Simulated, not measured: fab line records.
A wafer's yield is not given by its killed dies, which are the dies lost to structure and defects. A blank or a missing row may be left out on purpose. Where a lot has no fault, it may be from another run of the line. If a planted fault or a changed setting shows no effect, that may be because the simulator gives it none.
8D (eight disciplines) problem report, filled in by code || flow ritCmos || the parts of the form that need people (team, actions taken, sign-off) are left out

## 1. THE PROBLEM
oesProductAu at RIT_GATE_ETCH_19 reads a mean of 0.957 a.u. on 2 wafers of 2 lots; wafers without a fault read 0.845 a.u. with a standard deviation of 0.012. That puts it +9.3 standard deviations away from the usual mean.
The step: etches poly-Si in SF6/CHF3/O2, stops on SiO2, time 165 s, target depth 312.5 nm.
The first sign was on wafer L153.6 at day 6 02:16, on rieSi-02. At this step, 18 wafers from 6 lots have a number in the record. Rule for "out" (also "out of limits"): further than 4 standard deviations from the usual mean. The other wafers with a number count as sound.

## 2. WHAT IT IS, WHAT IT ISN'T
{"question": "which readings at this step", "is": "oesProductAu", "is not": "SF6_flow_sccm, drypumpMotorCurrentA, rfFwdPowerW, throttleValvePct"}
{"question": "which lots", "is": "L153, L155", "is not": "L138, L145, L152, L156"}
{"question": "which wafers of those lots", "is": "L153.6, L155.4", "is not": "L153.2, L153.4, L155.3, L155.6"}
{"question": "read on which tools", "is": "rieSi-02", "is not": "rieSi-01"}
{"question": "when", "is": "from day 6 02:16", "is not": "up to then (11 sound wafers); but 5 sound wafers of L155, L156 came after"}

## 3. THE SUSPECTS, EACH WITH WHAT RULES IT OUT
Counting: any tool at a process step up to the reading remains a suspect provided it ran every lot that is out. Sound lots after the first of them don't rule it out here, since some wafers of a struck lot are sound.
- rieSi-02 at RIT_GATE_ETCH_19 (etches poly-Si in SF6/CHF3/O2, stops on SiO2, time 165 s, target depth 312.5 nm): kept. Every lot that is out went through it, the first being L153 (day 6 02:16); the last sound lot it ran before that was L145 (day 4 11:35). Its own oesProductAu readings are out on those wafers.
- rieSi-02, RIT_GATE_ETCH_19: wafers that are out in chamber 3, sound lot-mates in chambers 0, 1, 2.
The count leaves rieSi-02 at RIT_GATE_ETCH_19.

## 4. THE CAUSE (what the simulator had put in)
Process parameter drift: rieSi-02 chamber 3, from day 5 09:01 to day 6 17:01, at RIT_GATE_ETCH_19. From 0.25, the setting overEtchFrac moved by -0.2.
Only this tool survived the counting.

## 5. THE CHAIN OF EFFECTS, in route order
Each row: a reading where the mean over the struck wafers with a number is more than 3 standard deviations away from the usual. Only readings for which the record gives a usual standard deviation are gone through. hours: the time from each lot's start at the first step in this table that gives one to its start at this step, as a median over the lots. sigmas: the change in usual standard deviations.
{"hours": 0, "step": "RIT_GATE_ETCH_19", "reading": "oesProductAu", "usual": "0.845 a.u.", "on struck wafers": 0.957, "change": "+0.112", "sigmas": "+9.3"}
Process steps it contains:
- RIT_GATE_ETCH_19: etches poly-Si in SF6/CHF3/O2, stops on SiO2, time 165 s, target depth 312.5 nm.

## 6. HOW IT WOULD HAVE BEEN CAUGHT EARLIER
The fault began at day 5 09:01; the first out-of-limits reading in this record came at day 6 02:16, 17 hours later.
